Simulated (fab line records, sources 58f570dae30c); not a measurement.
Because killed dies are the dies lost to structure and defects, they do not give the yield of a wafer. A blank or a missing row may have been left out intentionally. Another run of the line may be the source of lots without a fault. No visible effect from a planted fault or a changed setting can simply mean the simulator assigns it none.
fab line records	flow berkeley-cmos170
[record] lots = 5	wafers = 23
route steps=331 shown BACKSIDE@200 SDANNEAL@205 PSD@206 NSD@207 CONTACT@217 M1@238 V1@256 M2@272
start-h: hours from the record's opening day to when the first of the lot's shown wafers began	wait-h: how many hours have passed since the lot's step before this one	" unchanged from the row above	L1.1+2: several wafers, shown together as one row	- no value present, or no start provided	* or withheld: withheld	< > ~ a bound
route shown NAME@n: NAME is a module with steps in the file, n the number in the route of the first one	usual: mean/standard deviation taken from wafers without a fault	same: alike in all rows	chamber/n: place in a boat	sites: the reading at each site	_std_site: standard deviation of those values	_edge_site: the outer-site mean with the inner-site mean subtracted	radius-mm: for every site, how far away it sits from the centre of the wafer	mask NAME#n: copy n	behind: the tool/chamber that last shaped the wafer	hold: why the lot was held/for how many hours/how that ended	device: which transistor (n, p or np) failed to switch	end of line: the tests these same wafers got at the end of their route	a step given without rows: its recipe and nothing more	killed: the dies lost at the first sort to structure and to defects; this is not the yield of the wafer	map: per-die view of a wafer (x killed, . not killed, _ where there is no die)
set.NAME: setting as actually run; set.NAME@STEP: the setting as run at that earlier step	model.NAME: the simulator's own value behind a step, which no gauge read
lots whose settings were changed on purpose; a table a step, a row a wafer
[[steps]]
[step UCB170_BACKSIDE_COAT_01]
[recipe] resist = KrF	spin-rpm = 1500	resist-thk-nm = 900
lot.wafer	tool	chamber	start-h	wait-h	set.resist-thk-nm	model.KrF_of_BACKSIDE_COAT_01.thk-nm
L077.3	litho-track-02	0	181.25	0.1	900	900.6
L077.4	"	0	"	"	900	902.8
L077.6	"	0	"	"	900	899.3
L074.1	litho-track-04	0	181.65	0.1	900	904.8
L074.2	"	0	"	"	869.7	870.1
L074.3	"	0	"	"	900	903.4
L074.5	"	0	"	"	869.7	873
L074.6	"	0	"	"	869.7	871.4
L078.1	litho-track-02	0	208.43	0.1	900	901
L078.2	"	0	"	"	900	901.3
L078.3	"	0	"	"	900	902.6
L078.4	"	0	"	"	854.7	855
L078.5	"	0	"	"	854.7	856.3
L080.1	litho-track-03	0	208.91	0.1	846.4	848.9
L080.2	"	0	"	"	900	899.3
L080.4+6	"	0	"	"	846.4	848.4
L080.5	"	0	"	"	900	902.3
L085.1	litho-track-03	0	244.97	0.1	875.4	872
L085.2	"	0	"	"	900	895.4
L085.3	"	0	"	"	900	896.6
L085.4	"	0	"	"	875.4	871.6
L085.6	"	0	"	"	875.4	872.8
[step UCB170_BACKSIDE_SOFTBAKE_02]
[recipe] resist = KrF	temp-c = 130	time-s = 60
[step UCB170_BACKSIDE_STRIP_03]
[recipe] chemistry = O2	power-w = 400	pressure-mtorr = 3500	platen-temp-c = withheld	o2-flow-sccm = 400	overash-fraction = 0.5
[usual] strip-time-to-endpoint-s = 22.00/0.058
lot.wafer	tool	chamber	start-h	wait-h	set.resist-thk-nm@BACKSIDE_COAT_01	strip-time-to-endpoint-s
L077.3	plasma-asher-02	1	181.53	0.1	900	21.96
L077.4	"	0	"	"	900	22.04
L077.6	"	0	"	"	900	21.96
L074.1	plasma-asher-02	0	181.95	0.1	900	22.07
L074.2	"	1	"	"	869.7	21.24
L074.3	"	0	"	"	900	22.05
L074.5	"	1	"	"	869.7	21.31
L074.6	"	0	"	"	869.7	21.28
L078.1	plasma-asher-04	0	208.73	0.1	900	21.98
L078.2	"	1	"	"	900	21.99
L078.3	"	0	"	"	900	22.03
L078.4	"	1	"	"	854.7	20.90
L078.5	"	1	"	"	854.7	20.92
L080.1	plasma-asher-02	0	209.21	0.1	846.4	20.76
L080.2	"	1	"	"	900	21.93
L080.4	"	1	"	"	846.4	20.73
L080.5	"	0	"	"	900	22.02
L080.6	"	1	"	"	846.4	20.73
L085.1	plasma-asher-01	0	245.27	0.1	875.4	21.30
L085.2	"	1	"	"	900	21.84
L085.3	"	1	"	"	900	21.90
L085.4	"	0	"	"	875.4	21.29
L085.6	"	0	"	"	875.4	21.32
[step UCB170_SDANNEAL_RTA_01]
[recipe] temp-c = 1050	time-s = 5	ambient = N2
lot.wafer	tool	chamber	start-h	wait-h	set.time-s
L077.3+4+6	rtp-anneal-01	0	181.98	0.1	5
L074.1+2+5	rtp-anneal-02	0	182.29	0.1	5
L074.3+6	"	0	"	"	5.234
L078.1+2+5	rtp-anneal-01	0	209.24	0.1	4.701
L078.3+4	"	0	"	"	5
L080.1+6	rtp-anneal-02	0	209.58	0.1	5
L080.2+4+5	"	0	"	"	4.687
L085.1+2+4	rtp-anneal-01	0	245.61	0.1	4.338
L085.3+6	"	0	"	"	5
[step UCB170_SDANNEAL_RS_MEAS_02]
[recipe] thk-meas-gauge = four-point-probe
[usual] PSD_RS = 75.70/0.27
lot.wafer	tool	chamber	start-h	wait-h	set.energy-kev@PSD_IMPLANT_08	set.time-s@SDANNEAL_RTA_01	PSD_RS[ohm/sq]
L077.3	film-metro-04	-	182.06	0.1	20	5	76.15
L077.4	"	-	"	"	20	5	75.85
L077.6	"	-	"	"	20	5	76.22
L074.1	film-metro-02	-	182.38	0.1	20	5	75.57
L074.2	"	-	"	"	19.61	5	75.44
L074.3	"	-	"	"	19.61	5.234	74.92
L074.5	"	-	"	"	20	5	75.61
L074.6	"	-	"	"	20	5.234	74.70
L078.1	film-metro-04	-	209.30	0.0	20.9	4.701	76.25
L078.2	"	-	"	"	20	4.701	76.47
L078.3	"	-	"	"	20	5	75.47
L078.4	"	-	"	"	20.9	5	74.99
L078.5	"	-	"	"	20	4.701	76.52
L080.1	film-metro-02	-	209.64	0.0	20	5	75.40
L080.2	"	-	"	"	18.9	4.687	77.36
L080.4	"	-	"	"	20	4.687	76.47
L080.5	"	-	"	"	20	4.687	76.56
L080.6	"	-	"	"	18.9	5	76.05
L085.1	film-metro-02	-	245.67	0.0	20	4.338	78.11
L085.2	"	-	"	"	20	4.338	77.99
L085.3	"	-	"	"	19.17	5	75.96
L085.4	"	-	"	"	19.17	4.338	78.64
L085.6	"	-	"	"	19.17	5	76.38
[step UCB170_SDANNEAL_RS_MEAS_03]
[recipe] thk-meas-gauge = four-point-probe
[usual] NSD_RS = 37.23/0.071
lot.wafer	tool	chamber	start-h	wait-h	set.time-s@SDANNEAL_RTA_01	NSD_RS[ohm/sq]
L077.3	film-metro-04	-	182.18	0.1	5	37.19
L077.4	"	-	"	"	5	37.25
L077.6	"	-	"	"	5	37.23
L074.1	film-metro-02	-	182.50	0.1	5	37.13
L074.2	"	-	"	"	5	37.16
L074.3	"	-	"	"	5.234	37.04
L074.5	"	-	"	"	5	37.29
L074.6	"	-	"	"	5.234	37.11
L078.1	film-metro-04	-	209.42	0.1	4.701	37.44
L078.2	"	-	"	"	4.701	37.44
L078.3	"	-	"	"	5	37.13
L078.4	"	-	"	"	5	37.19
L078.5	"	-	"	"	4.701	37.45
L080.1	film-metro-02	-	209.76	0.1	5	37.17
L080.2	"	-	"	"	4.687	37.36
L080.4	"	-	"	"	4.687	37.32
L080.5	"	-	"	"	4.687	37.38
L080.6	"	-	"	"	5	37.21
L085.1	film-metro-02	-	245.79	0.1	4.338	37.71
L085.2	"	-	"	"	4.338	37.71
L085.3	"	-	"	"	5	37.40
L085.4	"	-	"	"	4.338	37.77
L085.6	"	-	"	"	5	37.44
[step UCB170_CONTACT_CVD_01]
[recipe] material = PSG	target-thk-nm = 700	temp-c = 450	precursor = SiH4/O2/PH3	time-s = 2820	pressure-mtorr = 300	sih4-flow-sccm = 60	o2-flow-sccm = 90	ph3-flow-sccm = 25
lot.wafer	tool	chamber	start-h	wait-h	set.sih4-flow-sccm	model.PSG_of_CONTACT_CVD_01.thk-nm
L077.3	lpcvd-02	0	183.11	0.0	60	704.2
L077.4	"	0	"	"	60	709
L077.6	"	0	"	"	60	711.2
L074.1	-	-	-	1.3	68.93	727.6
L074.2	"	-	"	"	68.93	731.5
L074.3	"	-	"	"	68.93	738.6
L074.5	"	-	"	"	68.93	734.4
L074.6	"	-	"	"	68.93	729.3
L078.1	-	-	-	0.0	56.86	689
L078.2	"	-	"	"	56.86	685.9
L078.3	"	-	"	"	56.86	684.6
L078.4	"	-	"	"	56.86	688.9
L078.5	"	-	"	"	56.86	686.2
L080.1	-	-	-	0.0	63.76	707.1
L080.2	"	-	"	"	63.76	704.2
L080.4	"	-	"	"	63.76	707.7
L080.5	"	-	"	"	63.76	700.8
L080.6	"	-	"	"	63.76	704.7
L085.1	-	-	-	1.1	68.29	724.7
L085.2	"	-	"	"	68.29	723.8
L085.3	"	-	"	"	68.29	731.4
L085.4	"	-	"	"	68.29	723.1
L085.6	"	-	"	"	68.29	724
[step UCB170_M1_SPUTTER_00]
[recipe] material = Al	target-thk-nm = 600	time-s = 80	power-w = 6000	chamber-pressure-pa = 0.5
lot.wafer	tool	chamber	start-h	wait-h	set.chamber-pressure-pa	model.Al_of_M1_SPUTTER_00.thk-nm
L077.3	pvd-sputter-04	-	187.78	0.0	0.5	604.3
L077.4	"	-	"	"	0.5	596.5
L077.6	"	-	"	"	0.5	599.9
L074.1	pvd-sputter-02	-	188.94	0.0	0.4273	621.4
L074.2	"	-	"	"	0.4273	621.9
L074.3	"	-	"	"	0.4273	619.3
L074.5	"	-	"	"	0.4273	621.5
L074.6	"	-	"	"	0.4273	622.1
L078.1	pvd-sputter-04	-	214.67	0.0	0.4592	607.6
L078.2	"	-	"	"	0.4592	612.1
L078.3	"	-	"	"	0.4592	614.3
L078.4	"	-	"	"	0.4592	619.6
L078.5	"	-	"	"	0.4592	611.1
L080.1	pvd-sputter-02	-	215.08	0.0	0.4471	616
L080.2	"	-	"	"	0.4471	624
L080.4	"	-	"	"	0.4471	620.6
L080.5	"	-	"	"	0.4471	618.3
L080.6	"	-	"	"	0.4471	622.6
L085.1	pvd-sputter-04	-	252.40	0.0	0.5	594.3
L085.2+6	"	-	"	"	0.5	597.2
L085.3	"	-	"	"	0.5	594.5
L085.4	"	-	"	"	0.5	599.6
[step UCB170_M1_ETCH_11]
[recipe] chemistry = N2/H2	target-depth-a = withheld	overetch-a = withheld	target = BARC	time-s = withheld	source-w = 500	bias-w = 100	pressure-mtorr = 30	n2-flow-sccm = 100	h2-flow-sccm = 200
[step UCB170_M1_METAL_ETCH_12]
[recipe] chemistry = Cl2/BCl3	target = Al	stop-on = PSG	pressure-mtorr = 12	target-depth-a = 7800	over-etch-frac = 0.3	time-s = 130	icp-w = 600	bias-w = 120	Cl2_flow_sccm = 90	bcl3-flow-sccm = 45
lot.wafer	tool	chamber	start-h	wait-h	set.chamber-pressure-pa@M1_SPUTTER_00	model.etch.depth-nm
L077.3	rie-metal-01	1	189.34	-	0.5	604.3
L077.4	"	1	"	"	0.5	596.5
L077.6	"	1	"	"	0.5	599.9
L074.1	rie-metal-01	1	190.35	-	0.4273	621.4
L074.2	"	1	"	"	0.4273	621.9
L074.3+5	"	1	"	"	0.4273	-
L074.6	"	1	"	"	0.4273	622.1
L078.1	rie-metal-01	1	215.95	-	0.4592	607.6
L078.2+4	"	0	"	"	0.4592	-
L078.3	"	1	"	"	0.4592	614.3
L078.5	"	1	"	"	0.4592	611.1
L080.1	rie-metal-03	0	216.80	-	0.4471	616
L080.2+6	"	1	"	"	0.4471	-
L080.4	"	0	"	"	0.4471	620.6
L080.5	"	0	"	"	0.4471	618.3
L085.1	rie-metal-04	1	253.84	-	0.5	594.3
L085.2+6	"	0	"	"	0.5	597.2
L085.3	"	0	"	"	0.5	594.5
L085.4	"	1	"	"	0.5	599.6
[step UCB170_V1_CMP_02]
[recipe] material = SiO2	down-force-psi = 6	platen-rpm = 60	pad-velocity-m-s = 0.75398
lot.wafer	tool	chamber	start-h	wait-h	set.leave-above-ref-nm	model.SiO2_of_V1_CVD_00.thk-nm
L077.4	cmp-01	3	192.23	0.3	1000	998.5
L077.3	"	1	"	"	1000	1002
L077.6	"	0	"	"	1000	1000
L074.1	cmp-01	2	193.27	0.1	1000	1001
L074.3	"	0	"	"	1000	-
L074.2	"	1	"	"	1000	999.2
L074.6	"	2	"	"	952.2	953.3
L074.5	"	3	"	"	952.2	-
L078.3	cmp-01	0	218.09	0.3	969.3	970.5
L078.1	"	1	"	"	1000	1001
L078.4	"	2	"	"	969.3	-
L078.2	"	3	"	"	1000	-
L078.5	"	1	"	"	969.3	971.3
L080.4+5	cmp-02	1	219.19	0.0	1042	1042
L080.1	"	2	"	"	1000	999
L080.2+6	"	0,2	"	"	1000	-
L085.2	cmp-01	0	256.88	0.0	1000	999.6
L085.1	"	1	"	"	1000	999
L085.4	"	2	"	"	1000	999.1
L085.3	"	3	"	"	1000	998.9
L085.6	"	1	"	"	1000	999.5
[step UCB170_V1_THK_MEAS_04]
[recipe] reads = SiO2_of_V1_CVD_00
[usual] V1_POLISHED_THK = 1000.1/1
lot.wafer	tool	chamber	start-h	wait-h	set.leave-above-ref-nm@V1_CMP_02	V1_POLISHED_THK[nm]
L077.3	film-metro-04	-	192.67	0.1	1000	1001.3
L077.4	"	-	"	"	1000	998.1
L077.6	"	-	"	"	1000	999.7
L074.1	film-metro-04	-	193.69	0.1	1000	1001.5
L074.2	"	-	"	"	1000	998.1
L074.3	"	-	"	"	1000	999.9
L074.5	"	-	"	"	952.2	951.6
L074.6	"	-	"	"	952.2	953.1
L078.1	film-metro-04	-	218.51	0.1	1000	1001.5
L078.2	"	-	"	"	1000	1001.2
L078.3	"	-	"	"	969.3	970.5
L078.4	"	-	"	"	969.3	970.6
L078.5	"	-	"	"	969.3	971.4
L080.1	film-metro-02	-	219.61	0.1	1000	999.1
L080.2	"	-	"	"	1000	1000.7
L080.4	"	-	"	"	1042	1042.6
L080.5	"	-	"	"	1042	1042.1
L080.6	"	-	"	"	1000	1000.4
L085.1	film-metro-04	-	257.30	0.1	1000	999.4
L085.2	"	-	"	"	1000	999.2
L085.3	"	-	"	"	1000	999.3
L085.4	"	-	"	"	1000	999.5
L085.6	"	-	"	"	1000	1000.1
[step UCB170_V1_CLEAN_05]
[recipe] chemistry = DIW
[step UCB170_V1_HMDS_06]
[recipe] prime-time-s = 60	prime-temp-c = 100
[step UCB170_V1_ETCH_14]
[recipe] chemistry = CHF3/CF4/Ar	target = SiO2	stop-on = Al	CHF3_flow_sccm = 45	cf4-flow-sccm = 15	Ar_flow_sccm = 150	pressure-mtorr = 200	rf-w = 700	target-depth-a = 12500	over-etch-frac = 0.25	time-s = 291
lot.wafer	tool	chamber	start-h	wait-h	set.leave-above-ref-nm@V1_CMP_02	model.V1.feature-depth-nm	model.etch.depth-nm
L077.3	rie-diel-04	2	194.11	0.0	1000	1002	1002
L077.4	"	1	"	"	1000	998.6	998.5
L077.6	"	0	"	"	1000	1000	1000
L074.1	rie-diel-03	2	195.24	0.0	1000	1001	1001
L074.2	"	3	"	"	1000	999.2	999.2
L074.3	"	0	"	"	1000	999.6	-
L074.5	"	1	"	"	952.2	951.4	-
L074.6	"	0	"	"	952.2	953.3	953.3
L078.1	rie-diel-01	1	220.13	0.0	1000	1001	1001
L078.2	"	0	"	"	1000	1000	-
L078.3	"	2	"	"	969.3	970.5	970.5
L078.4	"	3	"	"	969.3	971	-
L078.5	"	2	"	"	969.3	971.3	971.3
L080.1	rie-diel-04	0	223.60	0.0	1000	999	999
L080.2+6	"	2	"	"	1000	1000	-
L080.4+5	"	1	"	"	1042	1042	1042
L085.1	rie-diel-04	1	259.11	0.0	1000	999.1	999
L085.2	"	0	"	"	1000	999.6	999.6
L085.3	"	2	"	"	1000	999.1	998.9
L085.4	"	2	"	"	1000	999.3	999.1
L085.6	"	1	"	"	1000	999.7	999.5
[step UCB170_M2_SPUTTER_01]
[recipe] material = Al	target-thk-nm = 900	time-s = 120	power-w = 6000	chamber-pressure-pa = 0.5
lot.wafer	tool	chamber	start-h	wait-h	set.time-s	model.Al_of_M2_SPUTTER_01.thk-nm
L077.3	pvd-sputter-02	-	194.57	0.0	120	906.5
L077.4	"	-	"	"	120	902.4
L077.6	"	-	"	"	120	926.6
L074.1	pvd-sputter-01	-	195.75	0.0	120	903.1
L074.2	"	-	"	"	120	907.5
L074.3	"	-	"	"	134.3	1012
L074.5	"	-	"	"	134.3	1013
L074.6	"	-	"	"	120	911.8
L078.1	pvd-sputter-01	-	220.60	0.0	120	898.6
L078.2	"	-	"	"	111.6	846.2
L078.3	"	-	"	"	120	904.1
L078.4	"	-	"	"	111.6	837.9
L078.5	"	-	"	"	120	897.9
L080.1	pvd-sputter-04	-	224.07	0.0	120	923.8
L080.2	"	-	"	"	112.9	864.5
L080.4	"	-	"	"	120	910.9
L080.5	"	-	"	"	120	921.3
L080.6	"	-	"	"	112.9	867.6
L085.1	pvd-sputter-01	-	259.58	0.0	120	905.4
L085.2	"	-	"	"	120	894.5
L085.3	"	-	"	"	120	895.8
L085.4	"	-	"	"	120	891.3
L085.6	"	-	"	"	120	893.2
[step UCB170_M2_RS_MEAS_02]
[recipe] thk-meas-gauge = four-point-probe	reads = Al_of_M2_SPUTTER_01
[usual] M2_AL_RS = 0.0320/0.00038
lot.wafer	tool	chamber	start-h	wait-h	set.time-s@M2_SPUTTER_01	M2_AL_RS[ohm/sq]
L077.3	film-metro-03	-	194.70	0.1	120	0.0319
L077.4	"	-	"	"	120	0.0321
L077.6	"	-	"	"	120	0.0312
L074.1	film-metro-01	-	195.84	0.0	120	0.0321
L074.2	"	-	"	"	120	0.0318
L074.3	"	-	"	"	134.3	0.0285
L074.5	"	-	"	"	134.3	0.0285
L074.6	"	-	"	"	120	0.0317
L078.1	film-metro-01	-	220.68	0.0	120	0.0322
L078.2	"	-	"	"	111.6	0.0342
L078.3	"	-	"	"	120	0.0320
L078.4	"	-	"	"	111.6	0.0345
L078.5	"	-	"	"	120	0.0322
L080.1	film-metro-04	-	224.15	0.0	120	0.0314
L080.2	"	-	"	"	112.9	0.0335
L080.4	"	-	"	"	120	0.0318
L080.5	"	-	"	"	120	0.0314
L080.6	"	-	"	"	112.9	0.0334
L085.1	film-metro-01	-	259.66	0.0	120	0.0319
L085.2	"	-	"	"	120	0.0323
L085.3	"	-	"	"	120	0.0323
L085.4	"	-	"	"	120	0.0325
L085.6	"	-	"	"	120	0.0324
[step UCB170_M2_THK_MEAS_03]
[recipe] thk-meas-gauge = xrf	reads = Al_of_M2_SPUTTER_01
[usual] M2_AL_THK = 918/11
lot.wafer	tool	chamber	start-h	wait-h	set.time-s@M2_SPUTTER_01	M2_AL_THK[nm]
L077.3	film-metro-03	-	194.80	0.1	120	915
L077.4	"	-	"	"	120	915
L077.6	"	-	"	"	120	939
L074.1	film-metro-01	-	195.96	0.1	120	914
L074.2	"	-	"	"	120	924
L074.3	"	-	"	"	134.3	1026
L074.5	"	-	"	"	134.3	1026
L074.6	"	-	"	"	120	914
L078.1	film-metro-01	-	220.80	0.1	120	911
L078.2	"	-	"	"	111.6	859
L078.3	"	-	"	"	120	919
L078.4	"	-	"	"	111.6	847
L078.5	"	-	"	"	120	910
L080.1	film-metro-04	-	224.27	0.1	120	936
L080.2	"	-	"	"	112.9	875
L080.4	"	-	"	"	120	924
L080.5	"	-	"	"	120	932
L080.6	"	-	"	"	112.9	878
L085.1	film-metro-01	-	259.78	0.1	120	921
L085.2	"	-	"	"	120	908
L085.3	"	-	"	"	120	903
L085.4	"	-	"	"	120	905
L085.6	"	-	"	"	120	905
[step UCB170_M2_EXPOSE_12]
[recipe] mask-id = METAL2	target-cd-nm = 700	na = 0.5	sigma-outer = 0.6	source-shape = conventional	dose-mj = 26
lot.wafer	tool	chamber	start-h	wait-h	mask	set.dose-mj
L077.3+4+6	krf-scanner-01	0	196.43	-	METAL2#0	26
L074.1+3	krf-scanner-01	0	197.22	-	METAL2#0	26
L074.2+5+6	"	0	"	"	METAL2#0	24.29
L078.1+4+5	krf-scanner-02	0	223.94	-	METAL2#0	27.19
L078.2+3	"	0	"	"	METAL2#0	26
L080.1+2+4	krf-scanner-01	0	226.15	-	METAL2#0	24.53
L080.5+6	"	0	"	"	METAL2#0	26
L085.1+4	krf-scanner-02	0	261.52	-	METAL2#0	26
L085.2+3+6	"	0	"	"	METAL2#0	24.24
[step UCB170_M2_PEB_13]
[recipe] peb-temp-c = 130	peb-time-s = withheld	resist = KrF
[step UCB170_M2_DEVELOP_14]
[recipe] developer = TMAH	develop-time-s = 45	resist = KrF	dev-temp-c = 21
[step UCB170_M2_CD_MEAS_15]
[recipe] target-cd-nm = 700
[usual] cd-nm = 700.2/1.4
lot.wafer	tool	chamber	start-h	wait-h	set.dose-mj@M2_EXPOSE_12	cd-nm
L077.3	cd-sem-02	-	196.82	-	26	700.2
L077.4	"	-	"	"	26	699.3
L077.6	"	-	"	"	26	701.4
L074.1	cd-sem-02	-	197.70	-	26	703.4
L074.2	"	-	"	"	24.29	714.5
L074.3	"	-	"	"	26	701.6
L074.5	"	-	"	"	24.29	713.8
L074.6	"	-	"	"	24.29	715.7
L078.1	cd-sem-01	-	224.74	-	27.19	691.7
L078.2	"	-	"	"	26	699.7
L078.3	"	-	"	"	26	700.6
L078.4	"	-	"	"	27.19	692.3
L078.5	"	-	"	"	27.19	692.7
L080.1	cd-sem-02	-	226.75	-	24.53	708.6
L080.2	"	-	"	"	24.53	710.2
L080.4	"	-	"	"	24.53	709.1
L080.5	"	-	"	"	26	698.3
L080.6	"	-	"	"	26	698.4
L085.1	cd-sem-01	-	262.25	-	26	700.4
L085.2	"	-	"	"	24.24	713.1
L085.3	"	-	"	"	24.24	712.9
L085.4	"	-	"	"	26	699.2
L085.6	"	-	"	"	24.24	713.2
[step UCB170_M2_ETCH_17]
[recipe] chemistry = N2/H2	target-depth-a = withheld	overetch-a = withheld	target = BARC	time-s = withheld	source-w = 500	bias-w = 100	pressure-mtorr = 30	n2-flow-sccm = 100	h2-flow-sccm = 200
lot.wafer	tool	chamber	start-h	wait-h	set.dose-mj@M2_EXPOSE_12	model.M2.cd-nm
L077.3	rie-diel-03	0	196.93	0.0	26	699.8
L077.4	"	1	"	"	26	698.3
L077.6	"	2	"	"	26	701.1
L074.1	rie-diel-01	1	197.85	0.0	26	703.3
L074.2	"	2	"	"	24.29	714.2
L074.3	"	3	"	"	26	702.1
L074.5	"	1	"	"	24.29	713.4
L074.6	"	3	"	"	24.29	715.5
L078.1	rie-diel-02	2	224.89	0.0	27.19	692.3
L078.2	"	1	"	"	26	699.7
L078.3	"	3	"	"	26	701
L078.4	"	0	"	"	27.19	692.5
L078.5	"	1	"	"	27.19	692.9
L080.1	rie-diel-03	1	226.90	0.0	24.53	708.4
L080.2	"	3	"	"	24.53	709.5
L080.4	"	2	"	"	24.53	709.3
L080.5+6	"	1,3	"	"	26	698.3
L085.1	rie-diel-03	1	262.41	0.0	26	700.4
L085.2+6	"	0,2	"	"	24.24	713.2
L085.3	"	3	"	"	24.24	713.1
L085.4	"	2	"	"	26	699.7
[[key]]
[split] step = UCB170_BACKSIDE_COAT_01	setting = resist-thk-nm	stated = 900	by = wafer
[response] step = UCB170_BACKSIDE_COAT_01	reading = model.KrF_of_BACKSIDE_COAT_01.thk-nm	change = +9.02	per = 1%	r = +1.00
[response] step = UCB170_BACKSIDE_STRIP_03	reading = strip-time-to-endpoint-s	change = *	per = 1%	r = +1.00
[split] step = UCB170_SDANNEAL_RTA_01	setting = time-s	stated = 5	by = wafer
[response] step = UCB170_SDANNEAL_RS_MEAS_02	reading = PSD_RS	change = -0.164	per = 1%	r = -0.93
[response] step = UCB170_SDANNEAL_RS_MEAS_03	reading = NSD_RS	change = -0.027	per = 1%	r = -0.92
[split] step = UCB170_CONTACT_CVD_01	setting = sih4-flow-sccm	stated = 60	by = lot
[response] step = UCB170_CONTACT_CVD_01	reading = model.PSG_of_CONTACT_CVD_01.thk-nm	change = +2.02	per = 1%	r = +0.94
[split] step = UCB170_M1_SPUTTER_00	setting = chamber-pressure-pa	stated = 0.5	by = lot
[response] step = UCB170_M1_SPUTTER_00	reading = model.Al_of_M1_SPUTTER_00.thk-nm	change = -1.74	per = 1%	r = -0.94
[response] step = UCB170_M1_METAL_ETCH_12	reading = model.etch.depth-nm	change = -1.71	per = 1%	r = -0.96
[split] step = UCB170_V1_CMP_02	setting = leave-above-ref-nm	stated = 1000	by = wafer
[response] step = UCB170_V1_CMP_02	reading = model.SiO2_of_V1_CVD_00.thk-nm	change = +9.96	per = 1%	r = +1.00
[response] step = UCB170_V1_THK_MEAS_04	reading = V1_POLISHED_THK	change = +9.98	per = 1%	r = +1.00
[response] step = UCB170_V1_ETCH_14	reading = model.V1.feature-depth-nm	change = +9.96	per = 1%	r = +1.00
[response] step = UCB170_V1_ETCH_14	reading = model.etch.depth-nm	change = +9.96	per = 1%	r = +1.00
[split] step = UCB170_M2_SPUTTER_01	setting = time-s	stated = 120	by = wafer
[response] step = UCB170_M2_SPUTTER_01	reading = model.Al_of_M2_SPUTTER_01.thk-nm	change = +8.71	per = 1%	r = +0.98
[response] step = UCB170_M2_RS_MEAS_02	reading = M2_AL_RS	change = -0.000299	per = 1%	r = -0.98
[response] step = UCB170_M2_THK_MEAS_03	reading = M2_AL_THK	change = +9.01	per = 1%	r = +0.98
[split] step = UCB170_M2_EXPOSE_12	setting = dose-mj	stated = 26	by = wafer
[response] step = UCB170_M2_CD_MEAS_15	reading = cd-nm	change = -1.89	per = 1%	r = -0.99
[response] step = UCB170_M2_ETCH_17	reading = model.M2.cd-nm	change = -1.85	per = 1%	r = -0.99
split outside-this-file step=UCB170_PSD_IMPLANT_08 setting=energy-kev
// split outside-this-file: this setting was split too, and the file shows its column; the key of that split is in another file
